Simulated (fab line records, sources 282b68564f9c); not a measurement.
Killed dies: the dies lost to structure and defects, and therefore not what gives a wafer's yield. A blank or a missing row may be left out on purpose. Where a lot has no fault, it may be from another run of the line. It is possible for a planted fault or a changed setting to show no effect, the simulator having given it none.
A lot that was struck, set against a sound lot / flow rit_cmos / 44 out of 202 route steps
Sound: these wafers, L830.3, L830.4, L830.6. Wafers L839.3, L839.4, L839.6 were the ones struck. At the end, the cause is stated.
Each step with rows lists, per side, the tool, then ch with its chambers, then its first start. Under that, the readings that differ: sound wafers / struck wafers / difference of the means / sigmas: that difference in standard deviations of wafers without a fault.
alike: words and numbers the same on both sides, and readings whose means are apart by under 2 such deviations; not compared: readings that were withheld, readings missing a value for some wafer, numbers with overlapping values and no deviation given by the record, and bounds like >300 which may hide the same value.
The two part at a step that has a row with sigmas, a row that says differs or no value, or rows on one side only. Non-overlapping numbers with no deviation appear without sigmas and do not part them. Lack of a reading on every wafer of one side parts them only where that side has two or more wafers.

first, 4 steps without rows for these wafers: RIT_PLDD_SOFTBAKE_02 (time 60 s); RIT_PLDD_EXPOSE_03 (exposes mask M8, target cd 40900 nm); RIT_PLDD_PEB_04; RIT_PLDD_DEVELOP_05 (develop time 50 s).
RIT_PLDD_OVL_MEAS_06:
  sound on overlay-02, day 3 19:02; struck on overlay-01, day 5 23:10
  alike: PLDD_OVL
then, 2 steps without rows for these wafers: RIT_PLDD_HARDBAKE_07 (time 60 s); RIT_PLDD_IMPLANT_08.
RIT_PLDD_STRIP_09: strips in O2, time 180 s.
  sound on plasma_asher-04 ch 0,1, day 3 19:25; struck on plasma_asher-03 ch 0,1, day 5 23:32
reading=drypump_motor_current_A (A); sound=5.1 4.9 5.0; struck=5.7 6.2 5.7; difference=+0.9; sigmas=+2
  alike: chamber_pressure_mTorr
  not compared: rf_hours_counter_h
RIT_PLDD_TW_MEAS_10:
  sound on film_metro-01, day 3 19:33; struck on film_metro-02, day 5 23:41
  alike: PLDD_TW
then, 3 steps without rows for these wafers: RIT_SPACER_CLEAN_00 (cleans in SC1, time 600 s); RIT_SPACER_CLEAN_01 (cleans in dHF, time 30 s); RIT_SPACER_CLEAN_02 (cleans in SC2, time 600 s).
RIT_SPACER_CVD_03: deposits Si3N4 from SiH2Cl2/NH3, target thk 250 nm, time 3300 s.
  sound on lpcvd-01 ch 0, day 3 19:59; struck on lpcvd-02 ch 1, day 6 00:05
reading=model.Si3N4_of_SPACER_CVD_03.thk_nm (nm); sound=253.7 254 255; struck=172 167.9 171.4; difference=-84; sigmas=
RIT_SPACER_THK_MEAS_04:
  sound on film_metro-04, day 3 21:56; struck on film_metro-04, day 6 02:01
reading=SPACER_NITRIDE_THK (nm); sound=253.6 254.0 254.8; struck=172.0 168.1 171.3; difference=-83.7; sigmas=-35
RIT_SPACER_ETCHBACK_05: etches Si3N4 in SF6/CHF3, stops on SiO2, target depth 250 nm, time 240 s.
  sound on rie_diel-02 ch 1,2,3, day 3 21:58; struck on rie_diel-02 ch 0,1, day 6 02:04
reading=oes_product_au (a.u.); sound=0.866 0.843 0.838; struck=0.658 0.619 0.623; difference=-0.216; sigmas=-18
reading=model.etch.depth_nm (nm); sound=253.7 254 255; struck=172 167.9 171.4; difference=-84; sigmas=
  alike: chamber_pressure_mTorr, drypump_motor_current_A, throttle_valve_pct
  not compared: rf_hours_counter_h
then, 6 steps without rows for these wafers: RIT_NSD_HMDS_00 (prime time 60 s); RIT_NSD_COAT_01 (resist thk 1000 nm); RIT_NSD_SOFTBAKE_02 (time 60 s); RIT_NSD_EXPOSE_03 (exposes mask M9, target cd 40700 nm); RIT_NSD_PEB_04; RIT_NSD_DEVELOP_05 (develop time 50 s).
RIT_NSD_OVL_MEAS_06:
  sound on overlay-02, day 3 23:18; struck on overlay-02, day 6 03:05
  alike: NSD_OVL
then, 2 steps without rows for these wafers: RIT_NSD_HARDBAKE_07 (time 60 s); RIT_NSD_IMPLANT_08.
RIT_NSD_STRIP_09: strips in O2, time 180 s.
  sound on plasma_asher-04 ch 0,1, day 3 23:41; struck on plasma_asher-02 ch 0,1, day 6 03:28
  alike: chamber_pressure_mTorr, drypump_motor_current_A
  not compared: rf_hours_counter_h
RIT_NSD_TW_MEAS_10:
  sound on film_metro-01, day 3 23:49; struck on film_metro-01, day 6 03:36
  alike: NSD_TW
then, 6 steps without rows for these wafers: RIT_PSD_HMDS_00 (prime time 60 s); RIT_PSD_COAT_01 (resist thk 1000 nm); RIT_PSD_SOFTBAKE_02 (time 60 s); RIT_PSD_EXPOSE_03 (exposes mask M10, target cd 40900 nm); RIT_PSD_PEB_04; RIT_PSD_DEVELOP_05 (develop time 50 s).
RIT_PSD_OVL_MEAS_06:
  sound on overlay-02, day 4 00:51; struck on overlay-01, day 6 04:30
reading=PSD_OVL (nm); sound=0.8 -0.3 1.3; struck=-2.5 -1.1 -2.3; difference=-2.6; sigmas=-2
then, 2 steps without rows for these wafers: RIT_PSD_HARDBAKE_07 (time 60 s); RIT_PSD_IMPLANT_08.
RIT_PSD_STRIP_09: strips in O2, time 180 s.
  sound on plasma_asher-02 ch 0,1, day 4 01:14; struck on plasma_asher-02 ch 0,1, day 6 04:53
  alike: chamber_pressure_mTorr, drypump_motor_current_A
  not compared: rf_hours_counter_h
RIT_PSD_TW_MEAS_10:
  sound on film_metro-01, day 4 01:22; struck on film_metro-02, day 6 05:01
reading=PSD_TW; sound=3492 3482 3495; struck=3421 3421 3436; difference=-64; sigmas=-2
then, 3 steps without rows for these wafers: RIT_SDANNEAL_CLEAN_00 (cleans in SC1, time 600 s); RIT_SDANNEAL_CLEAN_01 (cleans in dHF, time 30 s); RIT_SDANNEAL_CLEAN_02 (cleans in SC2, time 600 s).
RIT_SDANNEAL_RTA_03: time 5 s.
  sound on rtp_anneal-01 ch 0, day 4 01:50; struck on rtp_anneal-02 ch 0, day 6 05:26
  alike: chamber_o2_ppm, wafer_temp_C_max
RIT_SDANNEAL_RS_MEAS_04: measures by four-point-probe.
  sound on film_metro-01, day 4 01:55; struck on film_metro-01, day 6 05:31
  alike: PSD_RS
RIT_SILICIDE_WET_ETCH_00: etches SiO2 in BOE, target depth 14 nm, time 15 s.
  sound on wet_bench-04 ch 2, day 4 02:21; struck on wet_bench-02 ch 3, day 6 05:58
reading=model.Si3N4_of_SPACER_CVD_03.thk_nm (nm); sound=197.6 198.8 199; struck=133.4 130.5 133.3; difference=-66.1; sigmas=
  alike: bath_heat_duty_pct
RIT_M1_PROBE_99:
  sound on prober-02, day 4 09:25; struck on prober-01, day 6 15:37
  alike: killed_at_contacts, killed_at_front_end, killed_dies, killed_open, killed_short

== WHERE THEY PART ==
At RIT_PLDD_STRIP_09 first; at RIT_PSD_TW_MEAS_10 last (within this record only). Later steps at which nothing parts them and some readings are alike: RIT_SDANNEAL_RTA_03, RIT_SDANNEAL_RS_MEAS_04, RIT_SILICIDE_WET_ETCH_00, RIT_M1_PROBE_99.

WHY: whatever the simulator had introduced
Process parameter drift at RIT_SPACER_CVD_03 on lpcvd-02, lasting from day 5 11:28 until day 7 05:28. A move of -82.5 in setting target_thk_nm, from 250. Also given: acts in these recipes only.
